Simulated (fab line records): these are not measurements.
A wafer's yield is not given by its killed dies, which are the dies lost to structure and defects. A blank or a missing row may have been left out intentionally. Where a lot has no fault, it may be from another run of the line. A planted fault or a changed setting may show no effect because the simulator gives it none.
Split-lot experiment	flow berkeleyCmos170	20 wafers read across 5 lots, on a route 331 steps long

THE SPLIT ITSELF
At UCB170_SDANNEAL_RTA_01 (time 5 s), the setting timeS was moved away from the recipe's 5 s on 7 of the 20 wafers read, by -9.5% to +8.7%. For the rest of the wafers, this setting stayed at what the recipe calls for.

Between the split and the reading, the file records no step.

THE READING
PSD_RS, in ohm/sq, at UCB170_SDANNEAL_RS_MEAS_02 (measures by four-point-probe). A value of 75.46 ohm/sq with a standard deviation of 0.28 ohm/sq is what fault-free wafers of this fab line usually give.

wafer	tool, chamber at the split	timeS as run, s	against the recipe	PSD_RS, ohm/sq	against lot-mates on the recipe
L074.1	rtpAnneal-02, 0	5	recipe	75.51	-
L074.3	rtpAnneal-02, 0	5	recipe	75.34	-
L074.5	rtpAnneal-02, 0	5	recipe	75.60	-
L078.2	rtpAnneal-01, 0	4.524	-9.5%	77.38	+1.93
L078.6	rtpAnneal-01, 0	5	recipe	75.45	-
L079.1	rtpAnneal-02, 0	5	recipe	75.32	-
L079.2	rtpAnneal-02, 0	5	recipe	75.59	-
L079.3	rtpAnneal-02, 0	5	recipe	75.58	-
L079.4	rtpAnneal-02, 0	5	recipe	75.47	-
L079.6	rtpAnneal-02, 0	5	recipe	75.56	-
L082.1	rtpAnneal-01, 0	4.649	-7.0%	76.38	+1.31
L082.2	rtpAnneal-01, 0	4.649	-7.0%	76.45	+1.39
L082.3	rtpAnneal-01, 0	5	recipe	75.06	-
L082.4	rtpAnneal-01, 0	4.649	-7.0%	76.24	+1.17
L082.6	rtpAnneal-01, 0	5	recipe	75.07	-
L083.1	rtpAnneal-02, 0	5.437	+8.7%	74.30	-0.98
L083.2	rtpAnneal-02, 0	5	recipe	75.49	-
L083.3	rtpAnneal-02, 0	5.437	+8.7%	74.26	-1.02
L083.4	rtpAnneal-02, 0	5.437	+8.7%	73.98	-1.30
L083.6	rtpAnneal-02, 0	5	recipe	75.08	-

THE FIT
A straight line over all 20 wafers: PSD_RS changes by -0.152 ohm/sq for each +1% of timeS; r = -0.96; the points scatter about the line by 0.23 ohm/sq.
The same after taking each lot's own level away (the mean of its wafers on the recipe; 20 wafers): -0.159 ohm/sq for each +1%; r = -0.98; scatter 0.18 ohm/sq.
According to that fit, moving timeS by its largest amount changes the reading by 1.5 ohm/sq.
The lots' own levels span 75.065 to 75.504 ohm/sq, that is 1.6 times the standard deviation above.
Hence the lot-to-lot level has little effect on the slope; both slopes agree.
Check: with one of the wafers moved furthest among these (-9.5%) left out of the fit, the line predicts +1.5 ohm/sq for it against its lot-mates. Against them it came out at +1.93 ohm/sq.

FURTHER SPLITS ON THESE WAFERS
Note: prior to the reading, these wafers also went through further splits. Each is held against what the fit with the lots' levels taken away leaves over:
other split on the same wafers	wafers away from the commonest value	r with PSD_RS (lot level and that fit taken away)
UCB170_NSD_IMPLANT_08 energyKev	4	+0.19

THE FILE'S OWN FIT
PSD_RS changes by -0.162 ohm/sq for each +1% of timeS, r = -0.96.
